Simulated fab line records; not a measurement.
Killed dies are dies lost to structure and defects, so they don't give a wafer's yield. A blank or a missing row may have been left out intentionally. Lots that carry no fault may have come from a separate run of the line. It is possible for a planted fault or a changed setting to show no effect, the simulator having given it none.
Which tool did it? / flow berkeleyCmos170 / 7 lots with 21 wafers sampled at 2 steps, on a route of 331 steps

## WHAT THE GAUGES READ, wafer by wafer
UCB170_CONTACT_THK_MEAS_02.
lot=L947; measured=day 7 14:05; on=filmMetro-04; CONTACT_PSG_THK (nm)=706 702 706
lot=L950; measured=day 8 08:28; on=filmMetro-03; CONTACT_PSG_THK (nm)=711 705 710
lot=L953; measured=day 8 15:55; on=filmMetro-02; CONTACT_PSG_THK (nm)=707 702 703
lot=L958; measured=day 9 13:14; on=filmMetro-02; CONTACT_PSG_THK (nm)=714 711 709
lot=L959; measured=day 9 14:16; on=filmMetro-03; CONTACT_PSG_THK (nm)=692 692 689
lot=L966; measured=day 11 06:10; on=filmMetro-04; CONTACT_PSG_THK (nm)=688 696 693
lot=L969; measured=day 11 15:58; on=filmMetro-04; CONTACT_PSG_THK (nm)=621 618 621 621 617 621

## EACH LOT AND THE TOOL THAT RAN IT (in order: tool; ch and the chambers of the sampled wafers; start)
lot=L947; UCB170_CONTACT_CVD_01=lpcvd-02 ch 1, day 7 12:14
lot=L950; UCB170_CONTACT_CVD_01=lpcvd-01 ch 0, day 8 06:39
lot=L953; UCB170_CONTACT_CVD_01=lpcvd-01 ch 0, day 8 14:07
lot=L958; UCB170_CONTACT_CVD_01=lpcvd-02 ch 0, day 9 11:26
lot=L959; UCB170_CONTACT_CVD_01=lpcvd-01 ch 0, day 9 12:28
lot=L966; UCB170_CONTACT_CVD_01=lpcvd-01 ch 1, day 11 04:22
lot=L969; UCB170_CONTACT_CVD_01=lpcvd-01 ch 0, day 11 14:11
- UCB170_CONTACT_CVD_01: deposits PSG from SiH4/O2/PH3, target thk 700 nm, time 2820 s.

## THE ANSWER, worked out from the rows above alone
Rule: the usual values come from the lots themselves. The widest of any qualifying gaps counts: lots, ordered by their means at a reading, are off when they make up no more than a third of the lots, leave a main group of 4 or more, and stand apart from it by 3 or more times the standard deviation of that group's means. A main group whose means are all the same, to the digits that the tables above print for the reading, isn't used. A lot without any number at a reading at which 4 lots or more have one is off too. Any other lot the step has rows for is counted as sound.
Off: at UCB170_CONTACT_THK_MEAS_02 (CONTACT_PSG_THK), L969. For the main group the mean is 702 nm and the standard deviation 7.7.
A tool fits if, at a process step before that reading, it ran every lot that is off, and no sound lot after the first of them. The gauges at UCB170_CONTACT_THK_MEAS_02 are tried like those tools. Can't be told from this: 2 tools fit, lpcvd-01 at UCB170_CONTACT_CVD_01, filmMetro-04 at UCB170_CONTACT_THK_MEAS_02.

## WHAT THE SIMULATOR HAD PUT IN
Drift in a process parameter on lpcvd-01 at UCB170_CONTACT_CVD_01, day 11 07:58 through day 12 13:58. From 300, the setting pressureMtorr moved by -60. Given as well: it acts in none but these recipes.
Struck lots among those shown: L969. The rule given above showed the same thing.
